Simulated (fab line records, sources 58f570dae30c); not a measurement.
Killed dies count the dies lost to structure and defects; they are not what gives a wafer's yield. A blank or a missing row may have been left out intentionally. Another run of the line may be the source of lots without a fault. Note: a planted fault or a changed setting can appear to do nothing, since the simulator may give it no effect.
Which tool was responsible? | flow berkeleyCmos170 | 15 lots with 45 wafers sampled at 4 steps, on a route of 331 steps

== WHAT EACH GAUGE READ, for each wafer ==
UCB170_NSD_OVL_MEAS_07. Usual: NSD_OVL gives 0 nm (standard deviation 6.4).
lot  | measured     | on         | NSD_OVL (nm) | flag
L586 | day 8 17:01  | overlay-01 | -13 -13 -14  | 
L585 | day 8 17:20  | overlay-01 | -1 -8 -7     | 
L590 | day 8 19:17  | overlay-01 | 1 -1 1       | 
L587 | day 8 19:44  | overlay-01 | -7 -3 -9     | 
L591 | day 9 06:02  | overlay-01 | -2 8 5       | 
L594 | day 9 13:49  | overlay-02 | 2 -3 -8      | 
L592 | day 9 13:49  | overlay-01 | -6 -10 -10   | 
L595 | day 9 14:33  | overlay-01 | 4 0 2        | 
L596 | day 10 04:17 | overlay-02 | 5 7 -1       | 
L597 | day 10 04:41 | overlay-02 | 7 1 2        | 
L599 | day 11 12:01 | overlay-01 | -3 -6 2      | 
L601 | day 11 12:17 | overlay-01 | 11 11 14     | 
L600 | day 11 12:34 | overlay-01 | 1 7 2        | 
L604 | day 11 12:26 | overlay-01 | -4 -5 -2     | 
L606 | day 12 13:44 | overlay-02 | 8 2 12       | 

UCB170_M1_CD_MEAS_09: target cd 700 nm. Usual: 699.8 nm for cdNm, sd 1.3.
lot  | measured     | on       | cdNm (nm)         | flag
L586 | day 9 03:20  | cdSem-02 | 699.9 699.8 699.5 | 
L585 | day 9 03:38  | cdSem-02 | 701.5 702.4 702.4 | 
L590 | day 9 05:11  | cdSem-02 | 700.3 700.4 702.1 | 
L587 | day 9 10:48  | cdSem-01 | 699.2 700.3 698.8 | 
L591 | day 9 18:48  | cdSem-01 | 700.3 698.4 698.0 | 
L592 | day 9 23:30  | cdSem-02 | 700.6 700.5 699.0 | 
L597 | day 10 15:25 | cdSem-01 | 698.4 699.7 700.3 | 
L599 | day 11 20:51 | cdSem-02 | 702.0 700.6 701.2 | 
L601 | day 11 21:41 | cdSem-01 | 701.7 700.9 700.5 | 
L600 | day 11 23:14 | cdSem-01 | 698.9 698.5 698.7 | 
L604 | day 11 22:01 | cdSem-01 | 698.5 699.7 698.5 | 
L606 | day 12 23:20 | cdSem-01 | 700.3 699.4 699.4 | 

== WHAT TOOL EACH LOT RAN ON (gives the tool, then ch and the chambers of the sampled wafers, and finally the start) ==
lot  | UCB170_PLDD_STRIP_10                | UCB170_CONTACT_ETCH_18
L586 | plasmaAsher-03 ch 0,1, day 8 00:38  | rieDiel-01 ch 1,3, day 9 00:00
L585 | plasmaAsher-03 ch 0,1, day 8 01:11  | rieDiel-03 ch 1,2,3, day 9 00:00
L590 | plasmaAsher-03 ch 0,1, day 8 05:12  | rieDiel-02 ch 0,1,2, day 9 03:00
L587 | plasmaAsher-02 ch 0,1, day 8 05:26  | rieDiel-02 ch 0,2,3, day 9 05:00
L591 | plasmaAsher-03 ch 0,1, day 8 17:07  | rieDiel-03 ch 0,1,3, day 9 17:00
L594 | plasmaAsher-01 ch 0,1, day 8 23:52  | rieDiel-02 ch 0,1,2, day 9 22:00
L592 | plasmaAsher-03 ch 0,1, day 9 00:07  | rieDiel-01 ch 0,2,3, day 9 21:00
L595 | plasmaAsher-01 ch 0,1, day 9 00:22  | rieDiel-02 ch 0,1,3, day 10 02:00
L596 | plasmaAsher-03 ch 0,1, day 9 12:12  | rieDiel-02 ch 0,2,3, day 10 12:00
L597 | plasmaAsher-01 ch 0,1, day 9 12:43  | rieDiel-01 ch 0,2,3, day 10 13:00
L599 | plasmaAsher-03 ch 0,1, day 10 23:24 | rieDiel-03 ch 0,2,3, day 11 18:00
L601 | plasmaAsher-02 ch 0,1, day 10 23:40 | rieDiel-01 ch 1,2,3, day 11 19:00
L600 | plasmaAsher-01 ch 0,1, day 10 23:45 | rieDiel-03 ch 0,2, day 11 20:00
L604 | plasmaAsher-02 ch 0,1, day 11 00:05 | rieDiel-03 ch 0,1,2, day 11 20:00
L606 | plasmaAsher-01 ch 0,1, day 12 00:46 | rieDiel-01 ch 0,2,3, day 12 20:00
- UCB170_PLDD_STRIP_10: strips in O2.
- UCB170_CONTACT_ETCH_18: etches PSG in CHF3/CF4/Ar, stops on TiSi2, target depth 840 nm, time 195 s.

== WHAT THE TOOLS THEMSELVES READ (means of the sampled wafers that have a number; where no wafer has one, the mark that the record gives instead) ==
UCB170_PLDD_STRIP_10. Usual: drypumpMotorCurrentA 5.8 A, standard deviation 0.32; o2FlowSccm 399.8 sccm, standard deviation 1.4; oesProductAu 0.734 a.u., standard deviation 0.0043; stripTimeToEndpointS 21.63 s, standard deviation 0.058.
lot  | tool           | drypumpMotorCurrentA (A) | o2FlowSccm (sccm) | oesProductAu (a.u.) | stripTimeToEndpointS (s) | flag
L586 | plasmaAsher-03 | 6.0                      | 398.7             | 0.731               | 21.69                    | 
L585 | plasmaAsher-03 | 6.0                      | 399.3             | 0.728               | 21.67                    | 
L590 | plasmaAsher-03 | 6.1                      | 400.0             | 0.733               | 21.62                    | 
L587 | plasmaAsher-02 | 5.4                      | 398.4             | 0.733               | 21.66                    | 
L591 | plasmaAsher-03 | 6.2                      | 400.6             | 0.732               | 21.68                    | 
L594 | plasmaAsher-01 | 5.7                      | 400.5             | 0.733               | 21.75                    | 
L592 | plasmaAsher-03 | 6.2                      | 399.7             | 0.738               | 21.66                    | 
L595 | plasmaAsher-01 | 5.7                      | 401.5             | 0.734               | 21.64                    | 
L596 | plasmaAsher-03 | 6.2                      | 399.0             | 0.732               | 21.57                    | 
L597 | plasmaAsher-01 | 5.7                      | 400.3             | 0.738               | 21.66                    | 
L599 | plasmaAsher-03 | 6.2                      | 401.3             | 0.740               | 21.57                    | 
L601 | plasmaAsher-02 | 5.4                      | 398.4             | 0.732               | 21.64                    | 
L600 | plasmaAsher-01 | 5.6                      | 401.5             | 0.736               | 21.65                    | 
L604 | plasmaAsher-02 | 5.4                      | 399.7             | 0.732               | 21.64                    | 
L606 | plasmaAsher-01 | 5.6                      | 399.8             | 0.737               | 21.63                    | 

UCB170_CONTACT_ETCH_18. Usual: CHF3_flow_sccm 44.99 sccm, standard deviation 0.13; cf4FlowSccm 15.00 sccm, standard deviation 0.045; drypumpMotorCurrentA 5.8 A, standard deviation 0.42; oesProductAu 0.901 a.u., standard deviation 0.014; throttleValvePct 6.94 %, standard deviation 0.11.
lot  | tool       | CHF3_flow_sccm (sccm) | cf4FlowSccm (sccm) | drypumpMotorCurrentA (A) | oesProductAu (a.u.) | throttleValvePct (%) | flag
L586 | rieDiel-01 | 45.01                 | 15.02              | 5.6                      | 0.908               | 7.05                 | 
L585 | rieDiel-03 | 44.82                 | 15.02              | 6.0                      | 0.905               | 6.94                 | 
L590 | rieDiel-02 | 45.04                 | 14.99              | 5.9                      | 0.896               | 6.86                 | 
L587 | rieDiel-02 | 45.07                 | 14.99              | 5.6                      | 0.901               | 6.90                 | 
L591 | rieDiel-03 | 45.00                 | 14.98              | 6.1                      | 0.890               | 6.89                 | 
L594 | rieDiel-02 | 45.14                 | 14.98              | 5.9                      | 0.820               | 6.85                 | OFF
L592 | rieDiel-01 | 45.02                 | 15.00              | 5.4                      | 0.900               | 6.99                 | 
L595 | rieDiel-02 | 45.04                 | 14.99              | 6.0                      | 0.830               | 6.92                 | OFF
L596 | rieDiel-02 | 44.92                 | 15.00              | 5.6                      | 0.823               | 6.89                 | OFF
L597 | rieDiel-01 | 44.97                 | 15.04              | 5.4                      | 0.901               | 6.99                 | 
L599 | rieDiel-03 | 45.04                 | 14.98              | 5.7                      | 0.900               | 7.00                 | 
L601 | rieDiel-01 | 44.93                 | 15.03              | 5.5                      | 0.902               | 7.02                 | 
L600 | rieDiel-03 | 44.87                 | 14.97              | 5.8                      | 0.894               | 7.02                 | 
L604 | rieDiel-03 | 44.87                 | 15.02              | 6.0                      | 0.890               | 6.96                 | 
L606 | rieDiel-01 | 45.00                 | 15.01              | 5.4                      | 0.911               | 6.98                 | 

== THE ANSWER, worked out from the rows above alone ==
Rule: take the mean of a lot's wafers that have a number; if it is more than 3 standard deviations from the usual mean, the lot is off. Also off: a lot with no number at a reading for which 4 or more lots have one. Any other lot the step has rows for is counted as sound. Order of review: gauges by route order, followed by the tools' own readings, for which a lot's mean as printed above is used. The first step at which some lot is off is used, and at that step the reading that is off furthest; a lot without a number counts as furthest.
Off: L594, L595, L596 (UCB170_CONTACT_ETCH_18, oesProductAu).
A tool fits if, at that step or a process step before it, it ran every lot that is off, and no sound lot after the first of them. One fits: UCB170_CONTACT_ETCH_18 on rieDiel-02. A fault onset in the window from L587 (day 9 05:00, its last sound lot) to L594 (day 9 22:00, its first lot off) fits.
On the lots that are off, the tool's own readings at UCB170_CONTACT_ETCH_18 differ by more than 5 times the standard deviation of the sound lots' means, which bears it out; oesProductAu reads 0.824 a.u. there versus 0.900 a.u. on the sound lots.

== WHAT THE SIMULATOR PUT IN ==
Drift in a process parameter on rieDiel-02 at UCB170_CONTACT_ETCH_18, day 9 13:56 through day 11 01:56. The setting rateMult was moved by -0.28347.
Lots struck among those shown: L594, L595, L596. The rule given above showed the same thing.
